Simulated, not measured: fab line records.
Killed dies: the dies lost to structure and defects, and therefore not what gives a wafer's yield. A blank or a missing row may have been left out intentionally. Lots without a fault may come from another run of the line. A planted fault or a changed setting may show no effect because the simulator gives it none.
What tool caused it? -- flow berkeleyCmos170 -- 14 lots, 42 wafers sampled, at 6 steps of a route of 331

WHAT EACH GAUGE READ, for each wafer
UCB170_NLDD_CD_MEAS_06: the cd target is 1200 nm. Usual: 1200.3 nm for cdNm, sd 1.5.
lot,measured,on,cdNm (nm),flag
L132,day 7 07:50,cdSem-01,1200.6 1200.8 1200.0,
L131,day 7 08:25,cdSem-02,1198.4 1199.4 1200.2,
L133,day 7 19:03,cdSem-02,1203.5 1203.5 1202.2,
L134,day 8 07:52,cdSem-01,1199.7 1199.6 1200.3,
L136,day 8 08:14,cdSem-02,1201.7 1200.5 1200.6,
L135,day 8 08:34,cdSem-01,1197.0 1198.1 1197.1,
L137,day 8 22:08,cdSem-01,1200.1 1199.4 1199.8,
L142,day 10 04:03,cdSem-01,1199.7 1199.8 1198.6,
L143,day 10 11:58,cdSem-02,1199.6 1199.4 1200.0,
L147,day 11 09:44,cdSem-01,1201.2 1202.0 1201.0,
L148,day 11 09:53,cdSem-02,1202.2 1201.1 1202.2,
L150,day 11 12:48,cdSem-01,1199.3 1200.5 1201.2,
L151,day 11 18:04,cdSem-01,1197.7 1198.4 1199.9,
L154,day 12 02:14,cdSem-02,1201.7 1200.8 1202.8,

UCB170_NSD_CD_MEAS_06: the cd target is 1200 nm. Usual: 1200.2 nm for cdNm, sd 1.2.
lot,measured,on,cdNm (nm),flag
L132,day 7 17:10,cdSem-01,1199.7 1200.0 1198.6,
L131,day 7 17:41,cdSem-02,1200.7 1200.0 1202.3,
L133,day 8 07:09,cdSem-02,1198.9 1199.3 1199.2,
L134,day 8 17:55,cdSem-02,1203.1 1202.0 1201.9,
L136,day 8 18:26,cdSem-02,1200.9 1200.9 1200.2,
L135,day 8 18:11,cdSem-01,1199.5 1200.4 1201.5,
L137,day 9 09:11,cdSem-01,1201.3 1202.1 1200.7,
L142,day 10 14:47,cdSem-02,1201.7 1201.3 1200.2,
L143,day 10 19:13,cdSem-01,1201.2 1199.1 1200.6,
L147,day 11 20:11,cdSem-02,1198.5 1199.4 1198.7,
L148,day 11 20:27,cdSem-02,1200.6 1199.2 1199.5,
L150,day 11 20:59,cdSem-02,1201.7 1202.5 1201.0,
L151,day 12 04:50,cdSem-01,1198.5 1196.3 1199.2,
L154,day 12 12:40,cdSem-01,1198.5 1199.6 1199.4,

UCB170_SILICIDE_RS_MEAS_02: a four-point-probe measurement. Usual: SILICIDE_TI_RS 26.2 ohm/sq, standard deviation 0.36.
lot,measured,on,SILICIDE_TI_RS (ohm/sq),flag
L132,day 7 22:19,filmMetro-02,26.4 26.5 26.5,
L131,day 7 22:51,filmMetro-02,26.4 26.4 26.1,
L133,day 8 09:14,filmMetro-01,26.2 26.1 26.1,
L134,day 8 21:09,filmMetro-02,25.7 25.6 25.9,
L136,day 8 21:22,filmMetro-03,26.2 25.8 26.4,
L135,day 8 21:23,filmMetro-01,26.3 26.4 26.4,
L137,day 9 11:16,filmMetro-02,26.0 26.2 26.0,
L142,day 10 17:17,filmMetro-02,34.1 34.0 34.1,OFF
L143,day 10 21:22,filmMetro-03,32.7 32.8 32.9,OFF
L147,day 12 01:02,filmMetro-02,26.4 26.7 26.3,
L148,day 12 01:01,filmMetro-03,26.6 26.7 26.6,
L150,day 12 01:27,filmMetro-02,26.6 26.5 26.3,
L151,day 12 06:55,filmMetro-03,26.6 26.6 26.7,
L154,day 12 14:44,filmMetro-02,26.8 26.6 26.5,

UCB170_SILICIDE_THK_MEAS_03: measures by xrf. Usual: SILICIDE_TI_THK 30.4 nm, standard deviation 0.37.
lot,measured,on,SILICIDE_TI_THK (nm),flag
L132,day 7 22:25,filmMetro-02,30.4 30.3 30.3,
L131,day 7 22:58,filmMetro-02,30.3 30.3 30.4,
L133,day 8 09:20,filmMetro-01,30.3 30.5 30.4,
L134,day 8 21:16,filmMetro-02,31.0 31.3 30.9,
L136,day 8 21:29,filmMetro-03,30.3 30.8 30.2,
L135,day 8 21:29,filmMetro-01,30.3 30.1 30.0,
L137,day 9 11:23,filmMetro-02,30.7 30.4 30.6,
L142,day 10 17:24,filmMetro-02,24.2 24.4 24.3,OFF
L143,day 10 21:28,filmMetro-03,25.1 25.0 25.0,OFF
L147,day 12 01:10,filmMetro-02,30.3 30.1 30.6,
L148,day 12 01:08,filmMetro-03,30.1 29.9 30.1,
L150,day 12 01:34,filmMetro-02,30.0 30.1 30.3,
L151,day 12 07:02,filmMetro-03,29.9 30.0 30.1,
L154,day 12 14:51,filmMetro-02,29.8 30.1 30.0,

WHAT TOOL EACH LOT RAN ON (gives the tool, then ch and the chambers of the sampled wafers, and finally the start)
lot,UCB170_PSD_STRIP_09,UCB170_SILICIDE_SPUTTER_01
L132,"plasmaAsher-02 ch 0,1, day 7 15:00","pvdSputter-01, day 7 22:12"
L131,"plasmaAsher-01 ch 0,1, day 7 15:19","pvdSputter-03, day 7 22:48"
L133,"plasmaAsher-02 ch 0,1, day 8 05:28","pvdSputter-01, day 8 09:10"
L134,"plasmaAsher-04 ch 0,1, day 8 16:19","pvdSputter-03, day 8 21:07"
L136,"plasmaAsher-02 ch 0,1, day 8 16:41","pvdSputter-02, day 8 21:20"
L135,"plasmaAsher-01 ch 0,1, day 8 16:32","pvdSputter-01, day 8 21:20"
L137,"plasmaAsher-02 ch 0,1, day 9 06:23","pvdSputter-03, day 9 11:14"
L142,"plasmaAsher-01 ch 0,1, day 10 12:55","pvdSputter-03, day 10 17:15"
L143,"plasmaAsher-01 ch 0,1, day 10 16:47","pvdSputter-03, day 10 21:17"
L147,"plasmaAsher-02 ch 0,1, day 11 18:38","pvdSputter-02, day 12 00:56"
L148,"plasmaAsher-04 ch 0,1, day 11 18:46","pvdSputter-01, day 12 00:56"
L150,"plasmaAsher-04 ch 0,1, day 11 19:30","pvdSputter-01, day 12 01:25"
L151,"plasmaAsher-01 ch 0,1, day 12 03:32","pvdSputter-01, day 12 06:53"
L154,"plasmaAsher-01 ch 0,1, day 12 11:29","pvdSputter-01, day 12 14:42"
- UCB170_PSD_STRIP_09: strips in O2.
- UCB170_SILICIDE_SPUTTER_01: material Ti, target thk 30 nm, time 25 s.

WHAT THE TOOLS THEMSELVES READ (means of the sampled wafers that have a number; where no wafer has one, the mark that the record gives instead)
UCB170_PSD_STRIP_09. Usual: drypumpMotorCurrentA 5.5 A, standard deviation 0.32; oesProductAu 0.601 a.u., standard deviation 0.0046; stripTimeToEndpointS 29.43 s, standard deviation 0.069.
lot,tool,drypumpMotorCurrentA (A),oesProductAu (a.u.),stripTimeToEndpointS (s),flag
L132,plasmaAsher-02,5.5,0.597,29.34,
L131,plasmaAsher-01,5.2,0.604,29.42,
L133,plasmaAsher-02,5.5,0.599,29.41,
L134,plasmaAsher-04,5.7,0.604,29.42,
L136,plasmaAsher-02,5.4,0.601,29.33,
L135,plasmaAsher-01,5.5,0.600,29.47,
L137,plasmaAsher-02,5.5,0.604,29.49,
L142,plasmaAsher-01,5.5,0.600,29.40,
L143,plasmaAsher-01,5.3,0.601,29.35,
L147,plasmaAsher-02,5.5,0.602,29.53,
L148,plasmaAsher-04,5.4,0.600,29.46,
L150,plasmaAsher-04,5.7,0.604,29.51,
L151,plasmaAsher-01,5.5,0.598,29.44,
L154,plasmaAsher-01,5.3,0.599,29.44,

UCB170_SILICIDE_SPUTTER_01. Usual: 29.6 % for throttleValvePct, sd 0.97.
lot,tool,throttleValvePct (%),flag
L132,pvdSputter-01,29.6,
L131,pvdSputter-03,29.6,
L133,pvdSputter-01,30.0,
L134,pvdSputter-03,29.5,
L136,pvdSputter-02,29.9,
L135,pvdSputter-01,30.0,
L137,pvdSputter-03,30.1,
L142,pvdSputter-03,29.9,
L143,pvdSputter-03,29.4,
L147,pvdSputter-02,30.0,
L148,pvdSputter-01,29.7,
L150,pvdSputter-01,29.1,
L151,pvdSputter-01,30.0,
L154,pvdSputter-01,29.1,

THE ANSWER, worked out from the rows above alone
Rule: a lot counts as off when the mean over its wafers that have a number is more than 3 standard deviations away from the usual mean. Also off: a lot with no number at a reading for which 4 or more lots have one. Where the step has rows for the other lots, those lots are counted as sound. Order of review: gauges by route order, followed by the tools' own readings, for which a lot's mean as printed above is used. At the first step where some lot is off, the reading lying furthest off is the one used; lots without a number count as furthest.
Off: at UCB170_SILICIDE_RS_MEAS_02 (SILICIDE_TI_RS), L142, L143.
If a tool, at a process step before that reading, ran all the lots that are off and no sound lot after the first of them, it fits. The gauges at UCB170_SILICIDE_RS_MEAS_02 are tried like those tools. One fits: UCB170_SILICIDE_SPUTTER_01 on pvdSputter-03. Its last sound lot is L137 (day 9 11:14), its first lot that is off L142 (day 10 17:15): a fault that began between those two fits.

WHAT THE SIMULATOR HAD INSERTED
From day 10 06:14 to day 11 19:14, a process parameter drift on pvdSputter-03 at UCB170_SILICIDE_SPUTTER_01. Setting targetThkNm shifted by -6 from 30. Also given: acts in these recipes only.
Lots struck among those shown: L142, L143. This agrees with what the rule above found.
